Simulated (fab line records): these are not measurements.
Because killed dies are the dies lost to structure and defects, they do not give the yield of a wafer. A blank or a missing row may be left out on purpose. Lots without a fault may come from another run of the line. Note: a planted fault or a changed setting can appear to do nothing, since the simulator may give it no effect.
fab line records / flow rit-cmos
record: lots: 6 wafers: 18 last-day: 8
route steps=202 shown SPACER@130 NSD@131 PSD@142 M1@202
lots with no fault: from the same line, run without faults
start-h: the number of hours between the record's first day and the start of the first shown wafer of the lot / wait-h: hours from the lot's prior step to this one / " repeats the value in the row above / L1.1+2: a single row standing in for several wafers / - value missing, or start not given / * or withheld: withheld / < > ~ a bound
route shown NAME@n: a module of which the file shows steps, and the number in the route of the first / usual: mean and standard deviation over wafers with no fault / same: alike in all rows / chamber/n: place in a boat / sites: each site's reading / _std_site: the values' standard deviation / _edge_site: outer sites' mean less inner sites' / radius-mm: how far each site lies from the wafer's centre / mask NAME#n: copy n / behind: the tool/chamber that last shaped the wafer / hold: cause of the lot's hold/its duration in hours/its outcome / device: the transistor (n, p or np) that didn't switch / end of line: the same wafers' tests at the end of the route / a step without rows: its recipe alone / killed: not the wafer's yield, but the dies lost to structure and defects at the first sort / map: per-die view of a wafer (x killed, . not killed, _ where there is no die)
set.NAME: the run value of the setting; set.NAME@STEP: its run value at that earlier step / model.NAME: the simulator's own value behind a step, which no gauge read
lots at selected steps of the route; one table per step, one row per wafer
services: from which hour (start-h, from the record's first day; less than 0 if before it) a tool's chamber was out of use, for how many hours, and why
== steps ==
step: RIT_SPACER_ETCHBACK_05
recipe: target-depth-a: 2500 SF6_flow_sccm: 30 CHF3_flow_sccm: 30 target: Si3N4 chemistry: SF6/CHF3 pressure-mtorr: 40 rf-w: 250 time-s: 240 stop-on: SiO2
usual: drypump-motor-current-A: 5.60/0.28 oes-product-au: 0.848/0.0098 throttle-valve-pct: 10.27/0.13
lot.wafer=L575.2 tool=rie-diel-02 chamber=2 start-h=68.74 wait-h=0.0 drypump-motor-current-A=6.24 oes-product-au=0.842 rf-hours-counter-h=158 throttle-valve-pct=10.12
lot.wafer=L575.3 tool=rie-diel-02 chamber=0 start-h=68.74 wait-h=0.0 drypump-motor-current-A=5.78 oes-product-au=0.841 rf-hours-counter-h=92 throttle-valve-pct=10.10
lot.wafer=L575.6 tool=rie-diel-02 chamber=1 start-h=68.74 wait-h=0.0 drypump-motor-current-A=5.63 oes-product-au=0.840 rf-hours-counter-h=- throttle-valve-pct=10.52
lot.wafer=L578.2 tool=rie-diel-02 chamber=0 start-h=80.51 wait-h=0.0 drypump-motor-current-A=5.76 oes-product-au=0.834 rf-hours-counter-h=92 throttle-valve-pct=10.08
lot.wafer=L578.3 tool=rie-diel-02 chamber=1 start-h=80.51 wait-h=0.0 drypump-motor-current-A=5.63 oes-product-au=0.849 rf-hours-counter-h=151 throttle-valve-pct=10.53
lot.wafer=L578.5 tool=rie-diel-02 chamber=0 start-h=80.51 wait-h=0.0 drypump-motor-current-A=5.79 oes-product-au=0.842 rf-hours-counter-h=- throttle-valve-pct=10.08
lot.wafer=L583.1 tool=rie-diel-02 chamber=3 start-h=108.63 wait-h=0.1 drypump-motor-current-A=5.55 oes-product-au=0.854 rf-hours-counter-h=0 throttle-valve-pct=10.29
lot.wafer=L583.5 tool=rie-diel-02 chamber=0 start-h=108.63 wait-h=0.1 drypump-motor-current-A=5.74 oes-product-au=0.843 rf-hours-counter-h=- throttle-valve-pct=10.08
lot.wafer=L583.6 tool=rie-diel-02 chamber=3 start-h=108.63 wait-h=0.1 drypump-motor-current-A=5.53 oes-product-au=0.856 rf-hours-counter-h=- throttle-valve-pct=10.30
lot.wafer=L585.2 tool=rie-diel-01 chamber=3 start-h=123.64 wait-h=0.0 drypump-motor-current-A=5.55 oes-product-au=0.863 rf-hours-counter-h=13 throttle-valve-pct=10.31
lot.wafer=L585.3 tool=rie-diel-01 chamber=1 start-h=123.64 wait-h=0.0 drypump-motor-current-A=5.20 oes-product-au=0.850 rf-hours-counter-h=25 throttle-valve-pct=10.20
lot.wafer=L585.4 tool=rie-diel-01 chamber=2 start-h=123.64 wait-h=0.0 drypump-motor-current-A=5.51 oes-product-au=0.853 rf-hours-counter-h=0 throttle-valve-pct=10.38
lot.wafer=L592.2 tool=rie-diel-04 chamber=3 start-h=161.50 wait-h=0.0 drypump-motor-current-A=5.93 oes-product-au=0.842 rf-hours-counter-h=142 throttle-valve-pct=10.33
lot.wafer=L592.3 tool=rie-diel-04 chamber=1 start-h=161.50 wait-h=0.0 drypump-motor-current-A=5.72 oes-product-au=0.856 rf-hours-counter-h=52 throttle-valve-pct=10.22
lot.wafer=L592.6 tool=rie-diel-04 chamber=3 start-h=161.50 wait-h=0.0 drypump-motor-current-A=5.92 oes-product-au=0.842 rf-hours-counter-h=- throttle-valve-pct=10.36
lot.wafer=L594.3 tool=rie-diel-01 chamber=1 start-h=175.51 wait-h=0.0 drypump-motor-current-A=5.20 oes-product-au=0.842 rf-hours-counter-h=26 throttle-valve-pct=10.19
lot.wafer=L594.4 tool=rie-diel-01 chamber=3 start-h=175.51 wait-h=0.0 drypump-motor-current-A=5.52 oes-product-au=0.848 rf-hours-counter-h=13 throttle-valve-pct=10.30
lot.wafer=L594.5 tool=rie-diel-01 chamber=1 start-h=175.51 wait-h=0.0 drypump-motor-current-A=5.20 oes-product-au=0.837 rf-hours-counter-h=- throttle-valve-pct=10.19
step: RIT_NSD_HMDS_00
recipe: prime-time-s: 60 prime-temp-c: 140
step: RIT_NSD_COAT_01
recipe: resist: NOVOLAK spin-rpm: 3250 resist-thk-nm: 1000
step: RIT_NSD_SOFTBAKE_02
recipe: resist: NOVOLAK temp-c: 90 time-s: 60
step: RIT_NSD_EXPOSE_03
recipe: mask-id: M9 na: 0.57 target-cd-nm: 40700 dose-mj: 250
step: RIT_NSD_PEB_04
recipe: resist: NOVOLAK temp-c: withheld time-s: withheld
step: RIT_NSD_DEVELOP_05
recipe: resist: NOVOLAK develop-time-s: 50 dev-temp-c: 23
step: RIT_NSD_OVL_MEAS_06
usual: NSD_OVL: 0.0/1.4
lot.wafer=L575.2 tool=overlay-01 chamber=- start-h=69.93 wait-h=- NSD_OVL[nm]=1.1
lot.wafer=L575.3 tool=overlay-01 chamber=- start-h=69.93 wait-h=- NSD_OVL[nm]=3.7
lot.wafer=L575.6 tool=overlay-01 chamber=- start-h=69.93 wait-h=- NSD_OVL[nm]=3.1
lot.wafer=L578.2 tool=overlay-01 chamber=- start-h=81.64 wait-h=- NSD_OVL[nm]=0.1
lot.wafer=L578.3 tool=overlay-01 chamber=- start-h=81.64 wait-h=- NSD_OVL[nm]=0.6
lot.wafer=L578.5 tool=overlay-01 chamber=- start-h=81.64 wait-h=- NSD_OVL[nm]=0.8
lot.wafer=L583.1 tool=overlay-01 chamber=- start-h=109.63 wait-h=- NSD_OVL[nm]=-1.3
lot.wafer=L583.5 tool=overlay-01 chamber=- start-h=109.63 wait-h=- NSD_OVL[nm]=-1.0
lot.wafer=L583.6 tool=overlay-01 chamber=- start-h=109.63 wait-h=- NSD_OVL[nm]=-2.7
lot.wafer=L585.2 tool=overlay-01 chamber=- start-h=124.65 wait-h=- NSD_OVL[nm]=-0.1
lot.wafer=L585.3 tool=overlay-01 chamber=- start-h=124.65 wait-h=- NSD_OVL[nm]=-0.8
lot.wafer=L585.4 tool=overlay-01 chamber=- start-h=124.65 wait-h=- NSD_OVL[nm]=-1.6
lot.wafer=L592.2 tool=overlay-01 chamber=- start-h=162.71 wait-h=- NSD_OVL[nm]=1.4
lot.wafer=L592.3 tool=overlay-01 chamber=- start-h=162.71 wait-h=- NSD_OVL[nm]=1.4
lot.wafer=L592.6 tool=overlay-01 chamber=- start-h=162.71 wait-h=- NSD_OVL[nm]=1.5
lot.wafer=L594.3 tool=overlay-01 chamber=- start-h=176.52 wait-h=- NSD_OVL[nm]=-0.4
lot.wafer=L594.4 tool=overlay-01 chamber=- start-h=176.52 wait-h=- NSD_OVL[nm]=-0.6
lot.wafer=L594.5 tool=overlay-01 chamber=- start-h=176.52 wait-h=- NSD_OVL[nm]=0.5
step: RIT_NSD_HARDBAKE_07
recipe: resist: NOVOLAK temp-c: 140 time-s: 60
step: RIT_NSD_IMPLANT_08
recipe: species: P energy-kev: 25 dose-cm2: 1e+15 tilt-deg: 7
step: RIT_NSD_STRIP_09
recipe: chemistry: O2 time-s: 180 resist: NOVOLAK platen-temp-c: withheld power-w: 500 pressure-mtorr: 4000 o2-flow-sccm: 4000
usual: drypump-motor-current-A: 6.1/0.38 o2-flow-sccm: 4000/12
lot.wafer=L575.2 tool=plasma-asher-03 chamber=0 start-h=70.26 wait-h=0.1 drypump-motor-current-A=5.4 o2-flow-sccm=3972 rf-hours-counter-h=42
lot.wafer=L575.3 tool=plasma-asher-03 chamber=1 start-h=70.26 wait-h=0.1 drypump-motor-current-A=6.4 o2-flow-sccm=4000 rf-hours-counter-h=-
lot.wafer=L575.6 tool=plasma-asher-03 chamber=1 start-h=70.26 wait-h=0.1 drypump-motor-current-A=6.4 o2-flow-sccm=3977 rf-hours-counter-h=-
lot.wafer=L578.2 tool=plasma-asher-01 chamber=0 start-h=81.97 wait-h=0.1 drypump-motor-current-A=6.5 o2-flow-sccm=4020 rf-hours-counter-h=28
lot.wafer=L578.3 tool=plasma-asher-01 chamber=1 start-h=81.97 wait-h=0.1 drypump-motor-current-A=6.0 o2-flow-sccm=4011 rf-hours-counter-h=-
lot.wafer=L578.5 tool=plasma-asher-01 chamber=0 start-h=81.97 wait-h=0.1 drypump-motor-current-A=6.5 o2-flow-sccm=4004 rf-hours-counter-h=-
lot.wafer=L583.1 tool=plasma-asher-02 chamber=0 start-h=109.96 wait-h=0.1 drypump-motor-current-A=6.2 o2-flow-sccm=3993 rf-hours-counter-h=46
lot.wafer=L583.5 tool=plasma-asher-02 chamber=1 start-h=109.96 wait-h=0.1 drypump-motor-current-A=5.5 o2-flow-sccm=3996 rf-hours-counter-h=-
lot.wafer=L583.6 tool=plasma-asher-02 chamber=0 start-h=109.96 wait-h=0.1 drypump-motor-current-A=6.2 o2-flow-sccm=3990 rf-hours-counter-h=-
lot.wafer=L585.2 tool=plasma-asher-01 chamber=0 start-h=124.98 wait-h=0.1 drypump-motor-current-A=6.5 o2-flow-sccm=3997 rf-hours-counter-h=32
lot.wafer=L585.3 tool=plasma-asher-01 chamber=1 start-h=124.98 wait-h=0.1 drypump-motor-current-A=6.0 o2-flow-sccm=3998 rf-hours-counter-h=-
lot.wafer=L585.4 tool=plasma-asher-01 chamber=0 start-h=124.98 wait-h=0.1 drypump-motor-current-A=6.5 o2-flow-sccm=3982 rf-hours-counter-h=-
lot.wafer=L592.2 tool=plasma-asher-02 chamber=1 start-h=163.04 wait-h=0.1 drypump-motor-current-A=5.5 o2-flow-sccm=3993 rf-hours-counter-h=52
lot.wafer=L592.3 tool=plasma-asher-02 chamber=1 start-h=163.04 wait-h=0.1 drypump-motor-current-A=5.5 o2-flow-sccm=4006 rf-hours-counter-h=-
lot.wafer=L592.6 tool=plasma-asher-02 chamber=1 start-h=163.04 wait-h=0.1 drypump-motor-current-A=5.5 o2-flow-sccm=4007 rf-hours-counter-h=-
lot.wafer=L594.3 tool=plasma-asher-02 chamber=1 start-h=176.90 wait-h=0.1 drypump-motor-current-A=5.5 o2-flow-sccm=3993 rf-hours-counter-h=-
lot.wafer=L594.4 tool=plasma-asher-02 chamber=0 start-h=176.90 wait-h=0.1 drypump-motor-current-A=6.2 o2-flow-sccm=4013 rf-hours-counter-h=-
lot.wafer=L594.5 tool=plasma-asher-02 chamber=1 start-h=176.90 wait-h=0.1 drypump-motor-current-A=5.5 o2-flow-sccm=3981 rf-hours-counter-h=-
step: RIT_NSD_TW_MEAS_10
usual: NSD_TW: 3123/15
lot.wafer=L575.2 tool=film-metro-02 chamber=- start-h=70.44 wait-h=0.1 NSD_TW=3133
lot.wafer=L575.3 tool=film-metro-02 chamber=- start-h=70.44 wait-h=0.1 NSD_TW=3129
lot.wafer=L575.6 tool=film-metro-02 chamber=- start-h=70.44 wait-h=0.1 NSD_TW=3130
lot.wafer=L578.2 tool=film-metro-04 chamber=- start-h=82.15 wait-h=0.1 NSD_TW=3141
lot.wafer=L578.3 tool=film-metro-04 chamber=- start-h=82.15 wait-h=0.1 NSD_TW=3144
lot.wafer=L578.5 tool=film-metro-04 chamber=- start-h=82.15 wait-h=0.1 NSD_TW=3128
lot.wafer=L583.1 tool=film-metro-01 chamber=- start-h=110.14 wait-h=0.1 NSD_TW=3111
lot.wafer=L583.5 tool=film-metro-01 chamber=- start-h=110.14 wait-h=0.1 NSD_TW=3104
lot.wafer=L583.6 tool=film-metro-01 chamber=- start-h=110.14 wait-h=0.1 NSD_TW=3106
lot.wafer=L585.2 tool=film-metro-04 chamber=- start-h=125.17 wait-h=0.1 NSD_TW=3142
lot.wafer=L585.3 tool=film-metro-04 chamber=- start-h=125.17 wait-h=0.1 NSD_TW=3140
lot.wafer=L585.4 tool=film-metro-04 chamber=- start-h=125.17 wait-h=0.1 NSD_TW=3145
lot.wafer=L592.2 tool=film-metro-01 chamber=- start-h=163.22 wait-h=0.1 NSD_TW=3136
lot.wafer=L592.3 tool=film-metro-01 chamber=- start-h=163.22 wait-h=0.1 NSD_TW=3140
lot.wafer=L592.6 tool=film-metro-01 chamber=- start-h=163.22 wait-h=0.1 NSD_TW=3128
lot.wafer=L594.3 tool=film-metro-04 chamber=- start-h=177.04 wait-h=0.1 NSD_TW=3106
lot.wafer=L594.4 tool=film-metro-04 chamber=- start-h=177.04 wait-h=0.1 NSD_TW=3097
lot.wafer=L594.5 tool=film-metro-04 chamber=- start-h=177.04 wait-h=0.1 NSD_TW=3107
step: RIT_PSD_HMDS_00
recipe: prime-time-s: 60 prime-temp-c: 140
usual: prime-temp-c: 139.99/0.13
lot.wafer=L575.2 tool=litho-track-04 chamber=0 start-h=70.63 wait-h=0.2 prime-temp-c=140.25
lot.wafer=L575.3 tool=litho-track-04 chamber=0 start-h=70.63 wait-h=0.2 prime-temp-c=139.98
lot.wafer=L575.6 tool=litho-track-04 chamber=0 start-h=70.63 wait-h=0.2 prime-temp-c=140.13
lot.wafer=L578.2 tool=litho-track-02 chamber=0 start-h=82.23 wait-h=0.1 prime-temp-c=140.02
lot.wafer=L578.3 tool=litho-track-02 chamber=0 start-h=82.23 wait-h=0.1 prime-temp-c=139.95
lot.wafer=L578.5 tool=litho-track-02 chamber=0 start-h=82.23 wait-h=0.1 prime-temp-c=139.95
lot.wafer=L583.1 tool=litho-track-04 chamber=0 start-h=110.20 wait-h=0.1 prime-temp-c=146.40
lot.wafer=L583.5 tool=litho-track-04 chamber=0 start-h=110.20 wait-h=0.1 prime-temp-c=146.36
lot.wafer=L583.6 tool=litho-track-04 chamber=0 start-h=110.20 wait-h=0.1 prime-temp-c=146.54
lot.wafer=L585.2 tool=litho-track-04 chamber=0 start-h=125.24 wait-h=0.1 prime-temp-c=146.42
lot.wafer=L585.3 tool=litho-track-04 chamber=0 start-h=125.24 wait-h=0.1 prime-temp-c=146.53
lot.wafer=L585.4 tool=litho-track-04 chamber=0 start-h=125.24 wait-h=0.1 prime-temp-c=146.30
lot.wafer=L592.2 tool=litho-track-01 chamber=0 start-h=163.30 wait-h=0.1 prime-temp-c=139.96
lot.wafer=L592.3 tool=litho-track-01 chamber=0 start-h=163.30 wait-h=0.1 prime-temp-c=140.07
lot.wafer=L592.6 tool=litho-track-01 chamber=0 start-h=163.30 wait-h=0.1 prime-temp-c=139.92
lot.wafer=L594.3 tool=litho-track-01 chamber=0 start-h=177.13 wait-h=0.1 prime-temp-c=139.74
lot.wafer=L594.4 tool=litho-track-01 chamber=0 start-h=177.13 wait-h=0.1 prime-temp-c=139.83
lot.wafer=L594.5 tool=litho-track-01 chamber=0 start-h=177.13 wait-h=0.1 prime-temp-c=139.96
step: RIT_PSD_COAT_01
recipe: resist: NOVOLAK spin-rpm: 3250 resist-thk-nm: 1000
step: RIT_M1_PROBE_99
usual: killed_at_M0_to_M3: 0.0/0.14 killed-at-front-end: 6.6/2.7 killed-dies: 6.7/2.7 killed-open: 3.3/1.9 killed-short: 3.4/1.9
same: gross-dies: 264 killed_at_M4_up: 0 killed-at-back-side: 0 killed-at-contacts: 0 killed-at-other: 0
lot.wafer=L575.2 tool=prober-01 chamber=- start-h=80.47 wait-h=0.1 killed_at_M0_to_M3=0 killed-at-front-end=9 killed-dies=9 killed-open=3 killed-short=6
lot.wafer=L575.3 tool=prober-01 chamber=- start-h=80.52 wait-h=0.2 killed_at_M0_to_M3=0 killed-at-front-end=9 killed-dies=9 killed-open=8 killed-short=1
lot.wafer=L575.6 tool=prober-01 chamber=- start-h=80.67 wait-h=0.2 killed_at_M0_to_M3=0 killed-at-front-end=7 killed-dies=7 killed-open=3 killed-short=4
lot.wafer=L578.2 tool=prober-02 chamber=- start-h=92.57 wait-h=0.1 killed_at_M0_to_M3=0 killed-at-front-end=6 killed-dies=6 killed-open=4 killed-short=2
lot.wafer=L578.3 tool=prober-02 chamber=- start-h=92.62 wait-h=0.2 killed_at_M0_to_M3=0 killed-at-front-end=5 killed-dies=5 killed-open=2 killed-short=3
lot.wafer=L578.5 tool=prober-02 chamber=- start-h=92.72 wait-h=0.2 killed_at_M0_to_M3=0 killed-at-front-end=12 killed-dies=12 killed-open=9 killed-short=3
lot.wafer=L585.2 tool=prober-01 chamber=- start-h=134.51 wait-h=0.1 killed_at_M0_to_M3=0 killed-at-front-end=9 killed-dies=9 killed-open=1 killed-short=8
lot.wafer=L585.3 tool=prober-01 chamber=- start-h=134.56 wait-h=0.2 killed_at_M0_to_M3=0 killed-at-front-end=3 killed-dies=3 killed-open=2 killed-short=1
lot.wafer=L585.4 tool=prober-01 chamber=- start-h=134.61 wait-h=0.2 killed_at_M0_to_M3=0 killed-at-front-end=3 killed-dies=3 killed-open=2 killed-short=1
lot.wafer=L592.2 tool=prober-01 chamber=- start-h=173.57 wait-h=0.1 killed_at_M0_to_M3=0 killed-at-front-end=8 killed-dies=8 killed-open=1 killed-short=7
lot.wafer=L592.3 tool=prober-01 chamber=- start-h=173.62 wait-h=0.2 killed_at_M0_to_M3=1 killed-at-front-end=8 killed-dies=9 killed-open=4 killed-short=5
lot.wafer=L592.6 tool=prober-01 chamber=- start-h=173.77 wait-h=0.2 killed_at_M0_to_M3=0 killed-at-front-end=5 killed-dies=5 killed-open=3 killed-short=2
lot.wafer=L594.3 tool=prober-02 chamber=- start-h=187.69 wait-h=0.2 killed_at_M0_to_M3=0 killed-at-front-end=6 killed-dies=6 killed-open=3 killed-short=3
lot.wafer=L594.4 tool=prober-02 chamber=- start-h=187.74 wait-h=0.2 killed_at_M0_to_M3=0 killed-at-front-end=5 killed-dies=5 killed-open=2 killed-short=3
lot.wafer=L594.5 tool=prober-02 chamber=- start-h=187.79 wait-h=0.2 killed_at_M0_to_M3=0 killed-at-front-end=6 killed-dies=6 killed-open=1 killed-short=5
killed by level:class
L575.2 FOX1:geometric-particle:short=2 GATE:geometric-particle:short=2 FOX1:geometric-particle:open=1 FOX2:geometric-particle:short=1 FOX2:geometric-particle:open=1 GATE:geometric-particle:open=1 SILICIDE:geometric-particle:short=1
L575.3 FOX1:geometric-particle:open=4 GATE:geometric-particle:open=2 ACTIVE:geometric-particle:open=1 FOX1:geometric-particle:short=1 REOX:geometric-particle:open=1
L575.6 GATE:geometric-particle:short=2 FOX1:geometric-particle:open=1 FOX1:geometric-particle:short=1 SPACER:geometric-particle:short=1 SPACER:geometric-particle:open=1 SILICIDE:geometric-particle:open=1
L578.2 SILICIDE:geometric-particle:open=2 FOX1:geometric-particle:short=1 GATE:geometric-particle:open=1 GATE:geometric-particle:short=1 REOX:geometric-particle:open=1
L578.3 SPACER:geometric-particle:short=2 FOX1:geometric-particle:short=1 FOX2:geometric-particle:open=1 SPACER:geometric-particle:open=1
L578.5 GATE:geometric-particle:open=4 REOX:geometric-particle:open=2 SPACER:geometric-particle:open=2 FOX1:geometric-particle:open=1 FOX1:geometric-particle:short=1 SILICIDE:geometric-particle:short=1 GATE:geometric-particle:short=1
L585.2 GATE:geometric-particle:short=3 FOX1:geometric-particle:short=2 SILICIDE:geometric-particle:short=2 REOX:geometric-particle:open=1 SPACER:geometric-particle:short=1
L585.3 FOX1:geometric-particle:open=1 FOX1:geometric-particle:short=1 SPACER:geometric-particle:open=1
L585.4 SILICIDE:geometric-particle:open=2 GATE:geometric-particle:short=1
L592.2 GATE:geometric-particle:short=3 REOX:geometric-particle:short=3 FOX1:geometric-particle:open=1 FOX2:geometric-particle:short=1
L592.3 GATE:geometric-particle:short=2 FOX1:geometric-particle:short=1 FOX2:geometric-particle:open=1 GATE:geometric-particle:open=1 REOX:geometric-particle:open=1 REOX:geometric-particle:short=1 SPACER:geometric-particle:short=1 M1:geometric-particle:open=1
L592.6 FOX2:geometric-particle:open=3 FOX2:geometric-particle:short=1 REOX:geometric-particle:short=1
L594.3 GATE:geometric-particle:open=2 FOX1:geometric-particle:short=1 FOX2:geometric-particle:short=1 GATE:geometric-particle:short=1 SPACER:geometric-particle:open=1
L594.4 FOX2:geometric-particle:open=2 GATE:geometric-particle:short=2 FOX2:geometric-particle:short=1
L594.5 SPACER:geometric-particle:short=3 GATE:geometric-particle:short=2 SPACER:geometric-particle:open=1
== services ==
tool=rie-diel-02 chamber=2 start-h=47.65 hours=11.6 kind=repair
tool=plasma-asher-03 chamber=- start-h=56.69 hours=2.8 kind=pm
tool=rie-diel-04 chamber=0 start-h=58.18 hours=22.7 kind=repair
tool=rie-diel-02 chamber=3 start-h=74.83 hours=- kind=clean
tool=rie-diel-02 chamber=3 start-h=74.83 hours=14.3 kind=scheduled-down
tool=rie-diel-02 chamber=3 start-h=74.83 hours=14.3 kind=vent-cycle
tool=rie-diel-01 chamber=2 start-h=80.22 hours=- kind=clean
tool=rie-diel-01 chamber=2 start-h=80.22 hours=23.5 kind=scheduled-down
tool=rie-diel-01 chamber=2 start-h=80.22 hours=23.5 kind=vent-cycle
tool=rie-diel-02 chamber=2 start-h=104.54 hours=- kind=clean
tool=rie-diel-02 chamber=2 start-h=104.54 hours=30.5 kind=scheduled-down
tool=rie-diel-02 chamber=2 start-h=104.54 hours=30.5 kind=vent-cycle
tool=plasma-asher-03 chamber=- start-h=108.75 hours=9.0 kind=pm
tool=plasma-asher-03 chamber=0 start-h=108.75 hours=9.0 kind=vent-cycle
tool=rie-diel-02 chamber=1 start-h=109.40 hours=4.0 kind=repair
tool=rie-diel-04 chamber=3 start-h=127.92 hours=6.3 kind=repair
tool=rie-diel-01 chamber=2 start-h=132.48 hours=1.5 kind=repair
tool=rie-diel-04 chamber=0 start-h=133.90 hours=50.4 kind=repair
tool=rie-diel-01 chamber=3 start-h=136.69 hours=4.3 kind=repair
tool=rie-diel-02 chamber=1 start-h=137.78 hours=- kind=clean
tool=rie-diel-02 chamber=1 start-h=137.78 hours=12.7 kind=scheduled-down
tool=rie-diel-02 chamber=1 start-h=137.78 hours=12.7 kind=vent-cycle
tool=plasma-asher-03 chamber=- start-h=142.18 hours=0.6 kind=repair
tool=plasma-asher-01 chamber=- start-h=175.77 hours=4.3 kind=repair
== key ==
first-sign: step: RIT_PSD_HMDS_00 reading: prime-temp-c direction: up sigmas: 48 usual: * struck: *
effect none on later readings
met-at RIT_PSD_HMDS_00
struck-wafers L583.1,L583.5,L583.6,L585.2,L585.3,L585.4
tester-left-out L583,L585
onset-between 70.63 110.20
fault: kind: process-parameter-drift tool: litho-track-04 chamber: - onset-h: 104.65 steps: RIT_PSD_HMDS_00 channel: prime-temp-c offset: * shape: step end-h: 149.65 acts-in: * stated: *
tester-left-out: of these lots the tester's yield and bins aren't shown, on N5 and GAA mostly nor the transistor test; their killed dies are dies lost to structure and defects alone, not to doping, threshold or leakage, so they don't give the yield
